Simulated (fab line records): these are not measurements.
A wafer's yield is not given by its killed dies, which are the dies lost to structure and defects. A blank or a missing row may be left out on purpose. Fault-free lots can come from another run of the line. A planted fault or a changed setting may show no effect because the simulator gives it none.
Code-filled problem report in 8D (eight disciplines) form ; flow rit-cmos ; the parts of the form that need people (team, actions taken, sign-off) are left out

== 1. PROBLEM STATEMENT ==
ACTIVE_OXIDE_THK at RIT_ACTIVE_THK_MEAS_02 reads a mean of 54.3 nm on 6 wafers of 2 lots; wafers without a fault read 46.8 nm with a standard deviation of 0.8. That is +9.4 standard deviations from the usual mean.
First seen on wafer L369.2, day 4 10:04, on film-metro-03. At this step, 42 wafers from 14 lots have a number in the record. By rule, "out" or "out of limits" means more than 4 standard deviations away from the usual mean. The other wafers with a number count as sound.

== 2. WHAT IT IS, WHAT IT ISN'T ==
question;is;is not
which readings at this step;ACTIVE_OXIDE_THK;-
which lots;L369, L376;L355, L356, L357, L360, L361, L362, L363, L365, L366, L375, L377, L378
which wafers of those lots;all that have a number;-
read on which gauges;film-metro-01, film-metro-03;film-metro-02
when;from day 4 10:04;"up to then (27 sound wafers); but 9 sound wafers of L375, L377, L378 came after"

== 3. SUSPECTS, AND WHAT RULES EACH OUT ==
Counting: a tool stays on the suspect list if, at a process step up to the reading, it processed all lots that are out and no sound lot following the first of them.
- the gauge at RIT_ACTIVE_THK_MEAS_02 is ruled out. The wafers that are out were read on 2 gauges (film-metro-01, film-metro-03).
- furnace-03 at RIT_ACTIVE_OXIDATION_01 (target thk 46.8 nm, ox time 3360 s): kept. It processed each lot that is out, first L369 at day 4 08:07, and no sound lot thereafter; up to then, the last sound lot it processed was L366 at day 3 17:39. Out on those wafers are its own readings of spike-tc-centre-C, spike-tc-load-C, spike-tc-source-C, tube-center-temp-C, tube_center_temp_C_max.
After counting, what remains is furnace-03 at RIT_ACTIVE_OXIDATION_01.

== 4. THE CAUSE (what the simulator had put in) ==
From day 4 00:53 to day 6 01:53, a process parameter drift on furnace-03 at RIT_ACTIVE_OXIDATION_01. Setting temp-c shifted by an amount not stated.
Counting left only this tool.

== 5. SEQUENCE OF EFFECTS, ordered by route ==
Each row: a reading whose mean over the struck wafers that have a number lies more than 3 standard deviations from the usual. Readings are gone through only where the record gives a usual standard deviation; hours: the median, over the lots, of the time from a lot's start at the first step in this table giving one to that lot's start at this step; sigmas: the change measured in usual standard deviations.
hours;step;reading;usual;on struck wafers;change;sigmas
0;RIT_ACTIVE_OXIDATION_01;spike-tc-centre-C;1002.7 C;1018.5;+15.8;+14
0;RIT_ACTIVE_OXIDATION_01;spike-tc-load-C;1027 C;1048;+21;+5.8
0;RIT_ACTIVE_OXIDATION_01;spike-tc-source-C;1022 C;1042;+20;+5.7
0;RIT_ACTIVE_OXIDATION_01;tube-center-temp-C;1000 C;1015;+15;+99 or more
0;RIT_ACTIVE_OXIDATION_01;tube_center_temp_C_max;1002.6;1017.3;+14.7;+34
2;RIT_ACTIVE_THK_MEAS_02;ACTIVE_OXIDE_THK;46.8 nm;54.3;+7.5;+9.4
It contains these process steps:
- RIT_ACTIVE_OXIDATION_01: target thk 46.8 nm, ox time 3360 s.

== 6. HOW IT WOULD HAVE BEEN CAUGHT EARLIER ==
9 hours passed between the start of the fault at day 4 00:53 and the first reading out of limits at a measuring or inspecting step in this record, taken at day 4 10:04.
At RIT_ACTIVE_OXIDATION_01, the tool's own readings (spike-tc-centre-C, spike-tc-load-C, spike-tc-source-C, tube-center-temp-C, tube_center_temp_C_max) were out on each struck wafer the step has a row for, so an alarm limit on them would have fired on the first such wafer.
Of the lots that are out (2), L376 began RIT_ACTIVE_OXIDATION_01 on furnace-03 after day 4 10:04. Holding the tool at that time would have saved it.
